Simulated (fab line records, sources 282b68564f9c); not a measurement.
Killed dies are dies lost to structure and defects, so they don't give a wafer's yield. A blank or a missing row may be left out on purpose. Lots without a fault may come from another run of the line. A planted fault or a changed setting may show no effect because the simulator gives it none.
A struck lot beside a sound one | flow rit_cmos | 22 steps out of a route of 202
Sound: wafers L951.2, L951.5, L951.6. Struck: wafers L961.3, L961.5, L961.6. The cause comes at the end.
At each step with rows: each side's tool, then ch and its chambers, then its first start. Under that, the readings that differ: sound wafers | struck wafers | difference of the means | sigmas: that difference in standard deviations of wafers without a fault.
alike: readings whose means differ by less than 2 such deviations, and words and numbers that are the same on both sides. not compared: withheld readings, readings that some wafer has no value for, bounds like >300 that may hide the same value, and numbers for which the record gives no deviation and whose values overlap.
The two part at a step that has a row with sigmas, a row that says differs or no value, or rows on one side only. Numbers that don't overlap but have no deviation are shown without sigmas and don't part them. A reading that every wafer of one side lacks parts them only if that side has two wafers or more.

first, 2 steps without rows for these wafers: RIT_NSD_HARDBAKE_07 (time 60 s); RIT_NSD_IMPLANT_08.
RIT_NSD_STRIP_09: strips in O2, time 180 s.
  sound on plasma_asher-04 ch 0,1, day 4 17:29; struck on plasma_asher-01 ch 0,1, day 7 12:07
  alike: drypump_motor_current_A
  not compared: rf_hours_counter_h
RIT_NSD_TW_MEAS_10:
  sound on film_metro-04, day 4 17:41; struck on film_metro-04, day 7 12:16
  alike: NSD_TW
then, 6 steps without rows for these wafers: RIT_PSD_HMDS_00 (prime time 60 s); RIT_PSD_COAT_01 (resist thk 1000 nm); RIT_PSD_SOFTBAKE_02 (time 60 s); RIT_PSD_EXPOSE_03 (exposes mask M10, target cd 40900 nm); RIT_PSD_PEB_04; RIT_PSD_DEVELOP_05 (develop time 50 s).
RIT_PSD_OVL_MEAS_06:
  sound on overlay-02, day 4 18:59; struck on overlay-01, day 7 13:17
  alike: PSD_OVL
then, 1 step without rows for these wafers: RIT_PSD_HARDBAKE_07 (time 60 s).
RIT_PSD_IMPLANT_08:
  sound on implanter-03 ch 0, day 4 19:17; struck on implanter-04 ch 0, day 7 13:31
  reading       | sound                        | struck                        | difference | sigmas
  beam_on_s (s) | 13.6 13.3 13.3               | 24.2 23.7 23.7                | +10.5      | +26
  dose_ions_cm2 | 4.99e+15 4.993e+15 4.985e+15 | 8.499e+15 8.502e+15 8.495e+15 | +3.509e+15 | +99 or more
RIT_PSD_STRIP_09: strips in O2, time 180 s.
  sound on plasma_asher-02 ch 0,1, day 4 19:25; struck on plasma_asher-02 ch 0,1, day 7 13:40
  alike: drypump_motor_current_A
  not compared: rf_hours_counter_h
RIT_PSD_TW_MEAS_10:
  sound on film_metro-03, day 4 19:36; struck on film_metro-01, day 7 13:49
  alike: PSD_TW
then, 3 steps without rows for these wafers: RIT_SDANNEAL_CLEAN_00 (cleans in SC1, time 600 s); RIT_SDANNEAL_CLEAN_01 (cleans in dHF, time 30 s); RIT_SDANNEAL_CLEAN_02 (cleans in SC2, time 600 s).
RIT_SDANNEAL_RTA_03: time 5 s.
  sound on rtp_anneal-01 ch 0, day 4 20:01; struck on rtp_anneal-01 ch 0, day 7 14:14
  alike: wafer_temp_C_max
RIT_SDANNEAL_RS_MEAS_04: measures by four-point-probe.
  sound on film_metro-01, day 4 20:05; struck on film_metro-03, day 7 14:19
  reading         | sound                | struck               | difference | sigmas
  PSD_RS (ohm/sq) | 116.16 115.79 115.86 | 109.36 110.15 109.52 | -6.26      | -22
RIT_SDANNEAL_RS_MEAS_05: measures by four-point-probe.
  sound on film_metro-01, day 4 20:13; struck on film_metro-03, day 7 14:26
  alike: NSD_RS
then, 1 step without rows for these wafers: RIT_M1_PROBE_99.

WHERE THEY PART
First at RIT_PSD_IMPLANT_08; last, within this record, at RIT_SDANNEAL_RS_MEAS_04. Later steps at which nothing parts them and some readings are alike: RIT_SDANNEAL_RS_MEAS_05.

WHY: what the simulator had put in
Process parameter drift: implanter-04, from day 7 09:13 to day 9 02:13, at RIT_PSD_IMPLANT_08. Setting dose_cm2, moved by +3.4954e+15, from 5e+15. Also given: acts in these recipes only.
